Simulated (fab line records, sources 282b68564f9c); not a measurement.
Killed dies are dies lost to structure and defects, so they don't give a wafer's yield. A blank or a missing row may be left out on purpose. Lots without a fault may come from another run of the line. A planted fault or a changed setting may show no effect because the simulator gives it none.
Which tool did it? | flow rit_cmos | 13 lots, 39 wafers sampled, at 3 steps of a route of 202

WHAT THE GAUGES READ, wafer by wafer
RIT_SILICIDE_RS_MEAS_02: measures by four-point-probe. Usual: SILICIDE_TI_RS 47.7 ohm/sq, standard deviation 0.91.
lot  | measured    | on            | SILICIDE_TI_RS (ohm/sq) | flag
L371 | day 3 04:13 | film_metro-02 | 49.0 49.4 48.9          |
L372 | day 3 09:14 | film_metro-03 | 47.7 48.5 48.1          |
L373 | day 3 14:31 | film_metro-02 | 49.1 49.1 48.3          |
L374 | day 3 16:58 | film_metro-01 | 46.9 46.5 47.4          |
L375 | day 4 01:07 | film_metro-02 | 48.2 48.4 48.3          |
L376 | day 4 05:14 | film_metro-03 | 47.2 46.6 46.7          |
L377 | day 4 14:29 | film_metro-03 | 48.1 47.6 47.9          |
L378 | day 4 15:37 | film_metro-03 | 48.3 47.6 47.9          |
L383 | day 5 18:41 | film_metro-03 | 48.5 48.9 48.3          |
L384 | day 6 00:13 | film_metro-03 | 47.8 91.2 46.7          | OFF
L385 | day 6 03:56 | film_metro-03 | 47.2 47.8 47.6          |
L389 | day 7 01:46 | film_metro-03 | 47.8 48.5 48.7          |
L393 | day 7 21:19 | film_metro-03 | 48.2 48.3 49.0          |

RIT_SILICIDE_THK_MEAS_03: measures by xrf. Usual: SILICIDE_TI_THK 30.2 nm, standard deviation 0.49.
lot  | measured    | on            | SILICIDE_TI_THK (nm) | flag
L371 | day 3 04:20 | film_metro-02 | 29.3 29.2 29.5       |
L372 | day 3 09:21 | film_metro-03 | 30.2 29.9 30.2       |
L373 | day 3 14:38 | film_metro-02 | 29.3 29.3 29.6       |
L374 | day 3 17:04 | film_metro-01 | 30.5 30.7 30.4       |
L375 | day 4 01:14 | film_metro-02 | 29.8 29.9 29.7       |
L376 | day 4 05:21 | film_metro-03 | 30.5 30.8 30.6       |
L377 | day 4 14:36 | film_metro-03 | 29.9 30.1 30.0       |
L378 | day 4 15:44 | film_metro-03 | 29.9 30.2 29.9       |
L383 | day 5 18:49 | film_metro-03 | 29.7 29.4 29.8       |
L384 | day 6 00:20 | film_metro-03 | 30.2 18.1 30.7       | OFF
L385 | day 6 04:03 | film_metro-03 | 30.5 30.4 30.3       |
L389 | day 7 01:53 | film_metro-03 | 30.0 29.7 29.6       |
L393 | day 7 21:26 | film_metro-03 | 29.9 29.9 29.5       |

WHICH TOOL RAN EACH LOT (tool, then ch and the chambers of the sampled wafers, then the start)
lot  | RIT_SILICIDE_SPUTTER_01
L371 | pvd_sputter-04, day 3 04:04
L372 | pvd_sputter-01, day 3 09:05
L373 | pvd_sputter-04, day 3 14:22
L374 | pvd_sputter-01, day 3 16:47
L375 | pvd_sputter-04, day 4 00:58
L376 | pvd_sputter-01, day 4 05:05
L377 | pvd_sputter-04, day 4 14:20
L378 | pvd_sputter-01, day 4 15:28
L383 | pvd_sputter-03, day 5 18:32
L384 | pvd_sputter-01, day 6 00:04
L385 | pvd_sputter-03, day 6 03:46
L389 | pvd_sputter-03, day 7 01:36
L393 | pvd_sputter-03, day 7 21:10
- RIT_SILICIDE_SPUTTER_01: material Ti, target thk 30 nm, time 240 s.

WHAT THE TOOLS THEMSELVES READ (means of the sampled wafers that have a number; where no wafer has one, the mark that the record gives instead)
RIT_SILICIDE_SPUTTER_01. Usual: throttle_valve_pct 29.8 %, standard deviation 0.94.
lot  | tool           | throttle_valve_pct (%) | flag
L371 | pvd_sputter-04 | 28.0                   |
L372 | pvd_sputter-01 | 29.3                   |
L373 | pvd_sputter-04 | 29.8                   |
L374 | pvd_sputter-01 | 29.7                   |
L375 | pvd_sputter-04 | 29.3                   |
L376 | pvd_sputter-01 | 29.7                   |
L377 | pvd_sputter-04 | 29.8                   |
L378 | pvd_sputter-01 | 29.9                   |
L383 | pvd_sputter-03 | 30.3                   |
L384 | pvd_sputter-01 | 29.6                   |
L385 | pvd_sputter-03 | 29.8                   |
L389 | pvd_sputter-03 | 30.5                   |
L393 | pvd_sputter-03 | 30.3                   |

THE ANSWER, worked out from the rows above alone
Rule: a lot is off if the mean of its wafers that have a number lies more than 3 standard deviations from the usual mean. A lot without any number at a reading at which 4 lots or more have one is off too. The other lots that the step has rows for count as sound. The gauges are gone through in route order, then the tools' own readings, and for those a lot's mean is taken as printed above. The first step at which some lot is off is used, and at that step the reading that is off furthest; a lot without a number counts as furthest.
Off: L384, at RIT_SILICIDE_RS_MEAS_02 (SILICIDE_TI_RS).
A tool fits if, at a process step before that reading, it ran every lot that is off, and no sound lot after the first of them. The gauges at RIT_SILICIDE_RS_MEAS_02 are tried like those tools. One fits: pvd_sputter-01 at RIT_SILICIDE_SPUTTER_01. Its last sound lot is L378 (day 4 15:28), its first lot that is off L384 (day 6 00:04): a fault that began between those two fits.

WHAT THE SIMULATOR HAD PUT IN
Process parameter drift: pvd_sputter-01, from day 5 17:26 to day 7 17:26, at RIT_SILICIDE_SPUTTER_01. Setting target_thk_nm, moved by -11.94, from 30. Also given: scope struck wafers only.
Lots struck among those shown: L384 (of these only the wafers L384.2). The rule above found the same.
